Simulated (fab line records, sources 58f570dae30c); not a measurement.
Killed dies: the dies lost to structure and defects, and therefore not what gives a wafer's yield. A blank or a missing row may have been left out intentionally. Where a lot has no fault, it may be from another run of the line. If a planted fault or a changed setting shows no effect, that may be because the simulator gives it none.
The same fault as seen by 2 desks + flow berkeley-cmos170 + what lay behind the numbers comes last; until then each desk has only its own

== AT THE TOOL OWNER'S DESK: litho-track-02 ==
The tool's own readings at UCB170_GATE_PEB_10, given as means over the sampled wafers that have a number, one for each lot that went through this tool. The brackets show how far a lot's mean lies from the usual mean; more than 4 standard deviations puts the lot out of limits, marked OUT.
Columns: A = heater-power-total-W at UCB170_GATE_PEB_10, usual 56.81 W; B = plate-temp-C at UCB170_GATE_PEB_10, usual 130.03 C
| lot  | first seen here | A                       | B                        |
|------|-----------------|-------------------------|--------------------------|
| L449 | day 6 00:07     | 56.83                   | 130.13                   |
| L452 | day 7 04:53     | 56.80                   | 130.15                   |
| L453 | day 7 05:11     | 56.81                   | 130.01                   |
| L454 | day 7 15:30     | 56.82                   | 130.02                   |
| L456 | day 7 23:24     | 56.83                   | 129.83                   |
| L457 | day 8 04:29     | 56.83                   | 130.12                   |
| L467 | day 9 18:45     | 64.82 (+99 or more) OUT | 143.85 (+99 or more) OUT |
| L465 | day 9 19:00     | 64.81 (+99 or more) OUT | 143.88 (+99 or more) OUT |
This desk's verdict: out of limits on L465, L467, starting with L467 at day 9 18:45 (heater-power-total-W at UCB170_GATE_PEB_10). L449, L452, L453, L454, L456, L457: within limits.

== THE METROLOGY DESK ==
Means of the sampled wafers that have a number, per lot and without regard to the tool the lot ran on: this is what the gauges read. The brackets show how far a lot's mean lies from the usual mean; more than 4 standard deviations puts the lot out of limits, marked OUT.
Columns: A = cd-nm at UCB170_GATE_CD_MEAS_12, usual 349.8 nm
| lot  | first seen here | A               |
|------|-----------------|-----------------|
| L449 | day 6 00:23     | 348.6           |
| L450 | day 6 11:07     | 347.3           |
| L452 | day 7 05:12     | 350.7           |
| L453 | day 7 05:28     | 349.9           |
| L454 | day 7 15:47     | 350.1           |
| L456 | day 7 23:40     | 349.8           |
| L455 | day 8 04:26     | 350.4           |
| L457 | day 8 04:44     | 350.8           |
| L459 | day 8 13:11     | 348.9           |
| L467 | day 9 19:01     | 298.3 (-40) OUT |
| L465 | day 9 19:16     | 297.4 (-40) OUT |
| L470 | day 10 11:48    | 350.8           |
| L469 | day 10 12:10    | 349.5           |
| L471 | day 11 09:19    | 351.4           |
This desk's verdict: out of limits on L465, L467, starting with L467 at day 9 19:01 (cd-nm at UCB170_GATE_CD_MEAS_12). L449, L450, L452, L453, L454, L456, L455, L457, L459, L470, L469, L471: within limits.

== TAKEN TOGETHER ==
The tool owner's desk could have raised an alarm at day 9 18:45, on L465, L467.
L465, L467 would have let the metrology desk raise an alarm at day 9 19:01.
The lots listed all ran UCB170_GATE_PEB_10 on litho-track-02.

== WHAT THE SIMULATOR PUT IN ==
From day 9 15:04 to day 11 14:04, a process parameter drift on litho-track-02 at UCB170_GATE_PEB_10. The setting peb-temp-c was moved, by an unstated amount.
Lots struck among those shown: L465, L467.
Delay (hours) between the fault's onset and each desk's first out-of-limits reading: 4 at the tool owner's desk, 4 at the metrology desk.
